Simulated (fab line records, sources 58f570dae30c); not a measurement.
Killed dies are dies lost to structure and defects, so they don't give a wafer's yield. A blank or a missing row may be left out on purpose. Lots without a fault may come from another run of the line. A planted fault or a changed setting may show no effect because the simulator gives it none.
One fault seen from 2 desks | flow berkeley_cmos170 | each desk has only its own numbers; what lay behind them comes last

THE METROLOGY DESK
What the gauges read, lot by lot, whatever tool the lot ran on: means of the sampled wafers that have a number. A lot is out of limits, marked OUT, if its mean lies more than 4 standard deviations from the usual mean; the brackets give that distance.
Columns: A = V1_TEOS_THK at UCB170_V1_THK_MEAS_01, usual 1998 nm; B = V2_TEOS_THK at UCB170_V2_THK_MEAS_01, usual 1984 nm; C = V2_POLISHED_THK at UCB170_V2_THK_MEAS_04, usual 1000.2 nm
lot  | first seen here | A    | B    | C
L438 | day 8 17:15     | 1974 | 1955 | 1000.7
L439 | day 9 07:25     | 1987 | 1965 | 1001.4
L443 | day 10 05:38    | 1998 | 2016 | 999.4
L440 | day 10 06:58    | 1977 | 1958 | 999.7
L445 | day 10 21:38    | 1988 | 2009 | 1000.7
L448 | day 11 19:26    | 1980 | 1975 | 998.1
L446 | day 11 20:46    | 2031 | 1979 | 998.4
L447 | day 11 20:46    | 2017 | 1952 | 1001.4
L450 | day 12 17:53    | 1971 | 1952 | 998.7
L451 | day 12 19:18    | 1979 | 1987 | 1000.4
L453 | day 13 02:01    | 1975 | 1963 | 1000.0
L452 | day 13 03:22    | 2021 | 1979 | 1343.0 (+99 or more) OUT
L454 | day 13 03:23    | 1990 | 2035 | 1362.6 (+99 or more) OUT
L455 | day 13 14:38    | 1987 | 1985 | 1347.2 (+99 or more) OUT
L461 | day 14 18:39    | 2048 | 1982 | 998.7
This desk's finding: out of limits on L452, L454, L455; first on L452, day 13 09:25 (V2_POLISHED_THK at UCB170_V2_THK_MEAS_04). In limits: L438, L439, L443, L440, L445, L448, L446, L447, L450, L451, L453, L461.

THE TOOL OWNER'S DESK: cmp-02
The tool's own readings at UCB170_V2_CMP_02 (polishes SiO2): means of the sampled wafers that have a number, for each lot that ran on this tool. A lot is out of limits, marked OUT, if its mean lies more than 4 standard deviations from the usual mean; the brackets give that distance.
Columns: A = edge_zone_pressure_frac at UCB170_V2_CMP_02, usual 1.000; B = head_pressure_psi at UCB170_V2_CMP_02, usual 6.001 psi; C = motor_current_A at UCB170_V2_CMP_02, usual 15.4 A; D = retaining_ring_pressure_frac at UCB170_V2_CMP_02, usual 1.000
lot  | first seen here | A     | B     | C    | D
L438 | day 8 22:09     | 0.996 | 6.011 | 14.9 | 1.000
L439 | day 9 12:22     | 0.995 | 5.994 | 14.3 | 0.998
L445 | day 11 05:56    | 0.997 | 6.001 | 16.0 | 1.002
L447 | day 12 06:25    | 1.002 | 6.008 | 14.9 | 0.999
L451 | day 13 02:46    | 0.997 | 5.996 | 15.5 | 0.999
L453 | day 13 07:25    | 1.000 | 6.005 | 15.0 | 0.998
L452 | day 13 09:05    | 0.997 | 5.997 | 14.7 | 0.997
L454 | day 13 09:17    | 0.999 | 6.010 | 15.4 | 1.002
L455 | day 13 19:52    | 0.998 | 6.012 | 15.5 | 0.998
This desk's finding: nothing out of limits on any of the 9 lots.

PUT TOGETHER
The metrology desk could have raised an alarm at day 13 09:25, on L452, L454, L455.
The tool owner's desk saw nothing out of limits.
The tool owner's desk has L452, L454, L455 on record, within its limits.
Of the lots named, all ran UCB170_V2_CMP_02 on cmp-02.

WHAT THE SIMULATOR HAD PUT IN
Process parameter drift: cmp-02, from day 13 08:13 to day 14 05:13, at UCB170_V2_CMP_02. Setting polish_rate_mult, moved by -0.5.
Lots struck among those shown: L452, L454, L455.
Hours from the fault's start to each desk's first reading out of limits: the metrology desk, 1.
